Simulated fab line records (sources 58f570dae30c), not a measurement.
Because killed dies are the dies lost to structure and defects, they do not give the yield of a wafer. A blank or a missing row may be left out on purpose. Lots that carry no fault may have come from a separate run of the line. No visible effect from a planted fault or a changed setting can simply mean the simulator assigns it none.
Which tool is to blame? | flow berkeley_cmos170 | 13 lots with 39 wafers sampled at 3 steps, on a route of 331 steps

## WHAT THE GAUGES READ, wafer by wafer
UCB170_V2_THK_MEAS_04.
lot  | measured     | on            | V2_POLISHED_THK (nm)
L488 | day 8 11:33  | film_metro-03 | 1001.4 1000.9 1000.4
L492 | day 9 02:52  | film_metro-02 | 1000.0 1002.0 1001.6
L490 | day 9 06:57  | film_metro-02 | 1000.5 1002.2 999.7
L491 | day 9 07:04  | film_metro-04 | 1001.4 1000.1 1000.9
L493 | day 9 20:08  | film_metro-03 | 998.1 997.3 999.7
L494 | day 9 22:14  | film_metro-02 | 1001.9 1001.1 998.7
L496 | day 10 01:05 | film_metro-02 | 1000.3 1000.6 999.2
L503 | day 11 16:06 | film_metro-04 | 1000.8 1001.0 1000.9
L505 | day 12 08:56 | film_metro-04 | 998.5 999.3 998.5
L508 | day 12 23:12 | film_metro-02 | 1001.2 999.3 999.3
L506 | day 12 23:36 | film_metro-03 | 998.4 1001.4 999.9
L510 | day 12 23:55 | film_metro-04 | 1000.7 1001.2 1001.1
L511 | day 13 01:43 | film_metro-03 | 999.3 1000.0 1000.6

UCB170_V2_CD_MEAS_12 targets a cd of 700 nm.
lot  | measured     | on        | cd_nm (nm)
L488 | day 8 12:38  | cd_sem-02 | 701.0 700.0 700.8
L492 | day 9 05:57  | cd_sem-01 | 697.5 696.5 698.0
L490 | day 9 08:29  | cd_sem-01 | 698.9 699.4 698.6
L491 | day 9 08:40  | cd_sem-02 | 699.6 698.9 699.9
L493 | day 9 21:22  | cd_sem-01 | 699.8 699.5 699.6
L494 | day 9 23:32  | cd_sem-01 | 700.4 701.2 700.2
L496 | day 10 02:21 | cd_sem-02 | 699.1 698.2 699.9
L503 | day 11 17:59 | cd_sem-02 | 699.3 700.1 698.5
L505 | day 12 10:49 | cd_sem-02 | 701.4 702.2 700.9
L508 | day 13 01:04 | cd_sem-02 | 698.3 698.1 697.2
L506 | day 13 01:30 | cd_sem-01 | 699.3 700.1 698.8
L510 | day 13 02:16 | cd_sem-02 | 701.1 700.9 701.6
L511 | day 13 03:19 | cd_sem-02 | 699.7 699.3 698.8

## TOOL THAT RAN EACH LOT (tool first, then ch and the chambers of the sampled wafers, then the start)
lot  | UCB170_V2_SOFTBAKE_08
L488 | litho_track-02 ch 0, day 8 12:05
L492 | litho_track-02 ch 0, day 9 05:17
L490 | litho_track-03 ch 0, day 9 07:30
L491 | litho_track-02 ch 0, day 9 07:48
L493 | litho_track-04 ch 0, day 9 20:40
L494 | litho_track-04 ch 0, day 9 22:52
L496 | litho_track-03 ch 0, day 10 01:38
L503 | litho_track-04 ch 0, day 11 17:01
L505 | litho_track-04 ch 0, day 12 10:17
L508 | litho_track-03 ch 0, day 13 00:11
L506 | litho_track-03 ch 0, day 13 00:38
L510 | litho_track-04 ch 0, day 13 01:05
L511 | litho_track-03 ch 0, day 13 02:47
- UCB170_V2_SOFTBAKE_08: time 61.46 s.

## AS READ BY THE TOOLS THEMSELVES (means over the sampled wafers that have a number; for cases with no such wafer, the mark the record gives instead)
UCB170_V2_SOFTBAKE_08.
lot  | tool           | exhaust_pa (Pa) | plate_sensor_t_centre_C (C) | plate_sensor_t_edge_C (C) | resist_line_temp_C (C)
L488 | litho_track-02 | 45.2            | 131.41                      | 131.53                    | 23.07
L492 | litho_track-02 | 44.9            | 131.42                      | 131.54                    | 22.80
L490 | litho_track-03 | 43.5            | 131.41                      | 131.53                    | 22.90
L491 | litho_track-02 | 44.8            | 131.41                      | 131.53                    | 22.93
L493 | litho_track-04 | 44.4            | 131.41                      | 131.54                    | 22.90
L494 | litho_track-04 | 46.4            | 131.40                      | 131.53                    | 22.99
L496 | litho_track-03 | 46.0            | 131.40                      | 131.53                    | 22.93
L503 | litho_track-04 | 43.6            | 131.41                      | 131.53                    | 23.03
L505 | litho_track-04 | 45.3            | 131.41                      | 131.53                    | 22.90
L508 | litho_track-03 | 44.5            | 131.41                      | 131.54                    | 23.08
L506 | litho_track-03 | 45.6            | 131.42                      | 131.53                    | 22.95
L510 | litho_track-04 | 43.5            | 131.40                      | 131.53                    | 22.95
L511 | litho_track-03 | 45.1            | 131.40                      | 131.53                    | 23.05

## THE ANSWER, worked out from the rows above alone
Rule: the lots themselves supply what counts as usual. The widest of any qualifying gaps counts: lots, ordered by their means at a reading, are off when they make up no more than a third of the lots, leave a main group of 4 or more, and stand apart from it by 3 or more times the standard deviation of that group's means. The tables above print the reading to a certain number of digits; a main group whose means all agree to those digits is not used. A lot without any number at a reading at which 4 lots or more have one is off too. All remaining lots with rows at the step are treated as sound. After the gauges, taken in route order, come the tools' own readings; for these a lot's mean is taken, as printed above. At the first step where some lot is off, the reading lying furthest off is the one used; lots without a number count as furthest.
No lot is off on any of the readings shown, so nothing can be concluded from this.

## WHAT THE SIMULATOR HAD INSERTED
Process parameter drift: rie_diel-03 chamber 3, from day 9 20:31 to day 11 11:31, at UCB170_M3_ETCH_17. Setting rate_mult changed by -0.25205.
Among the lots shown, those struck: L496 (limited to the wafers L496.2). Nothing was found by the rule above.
